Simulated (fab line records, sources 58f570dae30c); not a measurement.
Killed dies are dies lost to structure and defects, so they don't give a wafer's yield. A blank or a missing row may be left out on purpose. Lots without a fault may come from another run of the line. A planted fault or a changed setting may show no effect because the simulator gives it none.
Problem report in the 8D (eight disciplines) form, filled by code | flow berkeley_cmos170 | the parts of the form that need people (team, actions taken, sign-off) are left out

1. THE PROBLEM
NWELL_NITRIDE_THK at UCB170_NWELL_THK_MEAS_05 reads a mean of 414.0 nm on 9 wafers of 3 lots; wafers without a fault read 225.0 nm with a standard deviation of 2. That is +95 standard deviations from the usual mean.
First seen on wafer L635.1, day 4 17:23, on film_metro-03. The record holds 45 wafers of 15 lots with a number at this step. Rule for "out", or "out of limits": more than 4 standard deviations from the usual mean. The other wafers with a number count as sound.

2. WHAT IT IS AND WHAT IT IS NOT
question                    | is                                          | is not
which readings at this step | NWELL_NITRIDE_THK                           | -
which lots                  | L635, L636, L637                            | L625, L626, L627, L628, L629, L631, L633, L634, L638, L645, L646, L647
which wafers of those lots  | all that have a number                      | -
read on which gauges        | film_metro-01, film_metro-03, film_metro-04 | -
when                        | from day 4 17:23                            | up to then (24 sound wafers); but 12 sound wafers of L638, L645, L646, L647 came after

3. SUSPECTS, AND WHAT RULES EACH OUT
Counting: a tool at a process step up to the reading stays a suspect if it ran every lot that is out and no sound lot after the first of them.
- the gauge at UCB170_NWELL_THK_MEAS_05: ruled out. The wafers that are out were read on 3 gauges (film_metro-01, film_metro-03, film_metro-04).
- lpcvd-02 at UCB170_NWELL_CVD_04 (deposits Si3N4 from SiH2Cl2/NH3, target thk 224 nm, time 3360 s): kept. It ran every lot that is out, first L635 (day 4 15:28), and no sound lot after that; its last sound lot up to then is L634 (day 4 08:50).
Left after counting: lpcvd-02 at UCB170_NWELL_CVD_04.

4. THE CAUSE (what the simulator had put in)
Process parameter drift: lpcvd-02, from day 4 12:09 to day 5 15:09, at UCB170_NWELL_CVD_04. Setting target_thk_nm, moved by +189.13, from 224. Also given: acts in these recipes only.
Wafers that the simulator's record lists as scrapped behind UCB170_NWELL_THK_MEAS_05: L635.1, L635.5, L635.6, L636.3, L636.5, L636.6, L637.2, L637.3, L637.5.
Counting left only this tool.

5. THE CHAIN OF EFFECTS, in route order
Each row: a reading whose mean over the struck wafers that have a number lies more than 3 standard deviations from the usual. Only readings for which the record gives a usual standard deviation are gone through. hours: the time from each lot's start at the first step in this table that gives one to its start at this step, as a median over the lots. sigmas: the change in usual standard deviations.
hours | step                     | reading           | usual    | on struck wafers | change | sigmas
0     | UCB170_NWELL_THK_MEAS_05 | NWELL_NITRIDE_THK | 225.0 nm | 414.0            | +189.0 | +95

6. WHAT WOULD HAVE CAUGHT IT SOONER
In this record the first reading out of limits at a measuring or inspecting step was taken at day 4 17:23, 5 hours after the fault began at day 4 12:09.
Of the tool readings at UCB170_NWELL_CVD_04 for which the record gives a usual standard deviation, none was out on any struck wafer, so an alarm limit of 4 standard deviations on them would not have fired.
Of the lots that are out (3), L636, L637 began UCB170_NWELL_CVD_04 on lpcvd-02 after day 4 17:23. A hold on the tool at that time would have spared those 2.
